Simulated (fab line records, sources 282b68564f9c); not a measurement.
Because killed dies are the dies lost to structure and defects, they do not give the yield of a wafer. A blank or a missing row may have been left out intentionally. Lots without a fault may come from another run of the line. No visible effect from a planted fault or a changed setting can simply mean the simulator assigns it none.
Which of the tools did it? -- flow rit-cmos -- 14 lots with 42 wafers sampled at 2 steps, on a route of 202 steps

== WHAT THE GAUGES SHOWED, per wafer ==
RIT_PRETRO_TW_MEAS_10. Usual: PRETRO_TW 477, standard deviation 4.5.
lot,measured,on,PRETRO_TW,flag
L256,day 2 18:06,film-metro-01,475 474 472,
L257,day 3 01:58,film-metro-03,479 479 479,
L258,day 3 07:46,film-metro-01,476 474 475,
L259,day 3 11:01,film-metro-02,474 479 476,
L260,day 3 15:16,film-metro-01,473 475 475,
L268,day 5 11:40,film-metro-01,30 30 30 30 30 30,OFF
L269,day 5 11:53,film-metro-02,30 30 30 30 30 30,OFF
L271,day 6 04:37,film-metro-03,485 482 485,
L272,day 6 09:41,film-metro-01,472 472 473,
L274,day 6 17:50,film-metro-03,483 485 483,
L273,day 6 18:26,film-metro-02,479 477 474,
L275,day 7 02:10,film-metro-03,484 485 483,
L277,day 7 12:13,film-metro-01,472 472 475,
L276,day 7 12:20,film-metro-03,483 484 482,

== WHAT TOOL EACH LOT RAN ON (gives the tool, then ch and the chambers of the sampled wafers, and finally the start) ==
lot,RIT_NRETRO_STRIP_09
L256,"plasma-asher-04 ch 0,1, day 2 16:22"
L257,"plasma-asher-03 ch 0,1, day 3 00:09"
L258,"plasma-asher-01 ch 0, day 3 05:50"
L259,"plasma-asher-04 ch 0,1, day 3 09:10"
L260,"plasma-asher-04 ch 0,1, day 3 13:24"
L268,"plasma-asher-01 ch 0,1, day 5 09:48"
L269,"plasma-asher-04 ch 0,1, day 5 10:02"
L271,"plasma-asher-03 ch 0,1, day 6 02:46"
L272,"plasma-asher-03 ch 0,1, day 6 07:52"
L274,"plasma-asher-03 ch 0,1, day 6 16:02"
L273,"plasma-asher-04 ch 0,1, day 6 16:42"
L275,"plasma-asher-01 ch 0,1, day 7 00:18"
L277,"plasma-asher-04 ch 0,1, day 7 10:11"
L276,"plasma-asher-01 ch 0,1, day 7 10:26"
- RIT_NRETRO_STRIP_09: strips in O2, time 180 s.

== WHAT THE TOOLS THEMSELVES READ (means of the sampled wafers that have a number; where no wafer has one, the mark that the record gives instead) ==
RIT_NRETRO_STRIP_09. Usual: chamber-pressure-mTorr 4000 mTorr, standard deviation 3.9; drypump-motor-current-A 5.4 A, standard deviation 0.34.
lot,tool,chamber-pressure-mTorr (mTorr),drypump-motor-current-A (A),flag
L256,plasma-asher-04,3998,5.7,
L257,plasma-asher-03,3999,5.6,
L258,plasma-asher-01,4000,5.3,
L259,plasma-asher-04,3998,5.5,
L260,plasma-asher-04,3997,5.5,
L268,plasma-asher-01,-,-,OFF
L269,plasma-asher-04,-,-,OFF
L271,plasma-asher-03,4000,5.4,
L272,plasma-asher-03,4000,5.6,
L274,plasma-asher-03,4002,5.4,
L273,plasma-asher-04,4000,5.5,
L275,plasma-asher-01,4000,5.1,
L277,plasma-asher-04,3999,5.7,
L276,plasma-asher-01,3999,5.0,

== THE ANSWER, worked out from the rows above alone ==
Rule: lot off if the mean of its wafers having a number is beyond 3 standard deviations from the usual mean. A lot without any number at a reading at which 4 lots or more have one is off too. Where the step has rows for the other lots, those lots are counted as sound. The gauges are gone through in route order, then the tools' own readings, and for those a lot's mean is taken as printed above. The first step at which some lot is off is used, and at that step the reading that is off furthest; a lot without a number counts as furthest.
Off: L268, L269, at RIT_PRETRO_TW_MEAS_10 (PRETRO_TW).
A tool fits if, at a process step before that reading, it ran every lot that is off, and no sound lot after the first of them. The gauges at RIT_PRETRO_TW_MEAS_10 aren't tried: what is off there is off at RIT_NRETRO_STRIP_09 too, on other tools, and a gauge's error can't cause that. None of those tried fits.

== WHAT WAS PUT IN BY THE SIMULATOR ==
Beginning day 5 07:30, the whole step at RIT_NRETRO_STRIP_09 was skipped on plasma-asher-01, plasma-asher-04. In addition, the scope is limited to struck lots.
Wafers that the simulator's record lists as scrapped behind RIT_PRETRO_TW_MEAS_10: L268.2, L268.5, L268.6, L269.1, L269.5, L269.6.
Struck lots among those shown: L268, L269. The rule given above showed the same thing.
